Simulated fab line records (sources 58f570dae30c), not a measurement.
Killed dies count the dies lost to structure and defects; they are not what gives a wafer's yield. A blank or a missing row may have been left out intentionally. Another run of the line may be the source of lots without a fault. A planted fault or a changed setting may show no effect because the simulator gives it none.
2 desks looking at one fault ; flow berkeley-cmos170 ; each desk holds nothing but its own numbers, with what lay behind them at the end

== METROLOGY DESK ==
Means of the sampled wafers that have a number, per lot and without regard to the tool the lot ran on: this is what the gauges read. Any lot whose mean is over 4 standard deviations away from the usual mean is out of limits and marked OUT; that distance is given in the brackets.
Columns: A = cd-nm at UCB170_GATE_CD_MEAS_90, usual 349.9 nm; B = cd-nm at UCB170_M3_CD_MEAS_90, usual 701 nm
lot;first seen here;A;B
L559;day 7 01:09;349.6;699
L560;day 7 01:12;350.0;700
L558;day 7 01:34;350.1;700
L561;day 7 12:01;351.0;701
L562;day 7 18:09;350.0;700
L563;day 7 18:25;352.3;698
L566;day 8 11:02;349.5;698
L567;day 8 11:20;347.7;698
L572;day 9 13:46;353.5;685 (-4.2) OUT
L571;day 9 14:10;350.3;695
L576;day 10 17:53;349.0;702
L575;day 10 18:14;349.3;700
L578;day 10 18:21;348.7;702
L580;day 11 01:53;349.9;707
This desk's verdict: out of limits on L572, starting with L572 at day 11 06:12 (cd-nm at UCB170_M3_CD_MEAS_90). L559, L560, L558, L561, L562, L563, L566, L567, L571, L576, L575, L578, L580: within limits.

== TOOL OWNER'S DESK, rie-metal-04 ==
The tool's own readings at UCB170_M3_METAL_ETCH_18 (etches Al in Cl2/BCl3, stops on SiO2, target depth 1170 nm, time 195 s): means of the sampled wafers that have a number, for each lot that ran on this tool. Any lot whose mean is over 4 standard deviations away from the usual mean is out of limits and marked OUT; that distance is given in the brackets.
Columns: A = chamber-pressure-mTorr at UCB170_M3_METAL_ETCH_18, usual 12.001 mTorr; B = drypump-motor-current-A at UCB170_M3_METAL_ETCH_18, usual 5.46 A; C = oes-product-au at UCB170_M3_METAL_ETCH_18, usual 0.848 a.u.; D = rf-fwd-power-W at UCB170_M3_METAL_ETCH_18, usual 598.0 W; E = throttle-valve-pct at UCB170_M3_METAL_ETCH_18, usual 24.4 %
lot;first seen here;A;B;C;D;E
L560;day 8 22:49;12.005;5.23;0.863;600.4;24.5
L559;day 8 23:14;12.006;5.20;0.841;601.3;24.2
L567;day 10 11:37;12.010;5.20;0.870;599.5;24.8
L572;day 11 05:55;12.011;5.25;0.847;757.1 (+72) OUT;24.2
L571;day 11 10:35;12.002;5.22;0.857;679.1 (+37) OUT;24.5
This desk's verdict: out of limits on L571, L572, starting with L572 at day 11 05:55 (rf-fwd-power-W at UCB170_M3_METAL_ETCH_18). L560, L559, L567: within limits.

== BROUGHT TOGETHER ==
The tool owner's desk could have raised an alarm at day 11 05:55, on L571, L572.
The metrology desk could have raised an alarm at day 11 06:12, on L572.
The metrology desk holds a record of L571, inside its limits.
Every lot named ran UCB170_M3_METAL_ETCH_18 on rie-metal-04.

== WHAT THE SIMULATOR PUT IN ==
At UCB170_M3_METAL_ETCH_18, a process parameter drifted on rie-metal-04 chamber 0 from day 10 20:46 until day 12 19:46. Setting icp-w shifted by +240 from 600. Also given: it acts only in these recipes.
Struck lots among those shown: L571, L572.
Fault start to first reading out of limits, in hours, per desk: tool owner, 9; metrology, 9.
